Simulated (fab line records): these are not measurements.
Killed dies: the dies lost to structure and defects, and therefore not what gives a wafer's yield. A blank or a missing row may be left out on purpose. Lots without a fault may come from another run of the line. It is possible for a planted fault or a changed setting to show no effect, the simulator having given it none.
2 desks looking at one fault ; flow berkeley-cmos170 ; each desk holds nothing but its own numbers, with what lay behind them at the end

## FROM THE METROLOGY DESK
Means of the sampled wafers that have a number, per lot and without regard to the tool the lot ran on: this is what the gauges read. The brackets show how far a lot's mean lies from the usual mean; more than 4 standard deviations puts the lot out of limits, marked OUT.
Columns: A = cd-nm at UCB170_NSD_CD_MEAS_06, usual 1199.6 nm; B = M1_AL_RS at UCB170_M1_RS_MEAS_01, usual 0.0483 ohm/sq
lot;first seen here;A;B
L504;day 7 03:58;1199.5;0.0486
L503;day 7 04:08;1199.2;0.0479
L505;day 7 07:17;1196.8;0.0482
L507;day 7 19:40;1198.9;0.0485
L506;day 7 19:56;1201.7;0.0482
L509;day 7 20:08;1199.6;0.0484
L508;day 7 20:25;1200.9;0.0489
L513;day 8 20:50;1199.3;0.0477
L512;day 8 21:06;1201.4;0.0483
L518;day 9 23:42;1199.7;0.0488
L517;day 10 03:52;1200.5;0.0483
L522;day 10 06:38;1198.7;0.0487
L520;day 10 06:52;1201.9;0.0485
L525;day 11 06:40;1199.1;0.0489
Finding of this desk: none of the 14 lots has anything out of limits.

## FOR THE TOOL OWNER'S DESK: rie-metal-04
The tool's own readings at UCB170_M1_METAL_ETCH_12 (etches Al in Cl2/BCl3, stops on PSG, target depth 780 nm, time 130 s): means of the sampled wafers that have a number, for each lot that ran on this tool. The brackets show how far a lot's mean lies from the usual mean; more than 4 standard deviations puts the lot out of limits, marked OUT.
Columns: A = bias-w at UCB170_M1_METAL_ETCH_12, usual 120.0 W; B = chamber-pressure-mTorr at UCB170_M1_METAL_ETCH_12, usual 11.999 mTorr; C = drypump-motor-current-A at UCB170_M1_METAL_ETCH_12, usual 5.6 A; D = oes-product-au at UCB170_M1_METAL_ETCH_12, usual 0.853 a.u.; E = throttle-valve-pct at UCB170_M1_METAL_ETCH_12, usual 24.42 %
lot;first seen here;A;B;C;D;E
L504;day 7 13:15;120.2;11.994;6.0;0.855;24.31
L505;day 7 15:37;119.7;12.000;5.5;0.844;24.42
L509;day 8 07:51;120.0;11.999;6.0;0.854;24.31
L518;day 10 08:38;133.9 (+41) OUT;11.995;5.7;0.848;24.35
L517;day 10 13:42;148.2 (+83) OUT;11.988;5.5;0.850;24.42
Finding of this desk: L517, L518 out of limits; the first was L518 at day 10 08:38, on bias-w at UCB170_M1_METAL_ETCH_12. Within limits: L504, L505, L509.

## TAKEN TOGETHER
The tool owner's desk had the chance to raise an alarm at day 10 08:38 on L517, L518.
From the metrology desk's view, nothing was out of limits.
The metrology desk holds a record of L517, L518, inside its limits.
The lots listed all ran UCB170_M1_METAL_ETCH_12 on rie-metal-04.

## WHAT THE SIMULATOR HAD INSERTED
rie-metal-04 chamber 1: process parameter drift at UCB170_M1_METAL_ETCH_12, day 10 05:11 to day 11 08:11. Setting bias-w shifted by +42 from 120. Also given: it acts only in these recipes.
Struck lots among those shown: L517, L518.
Each desk's first reading out of limits, in hours after the fault started: the tool owner's desk, 3.
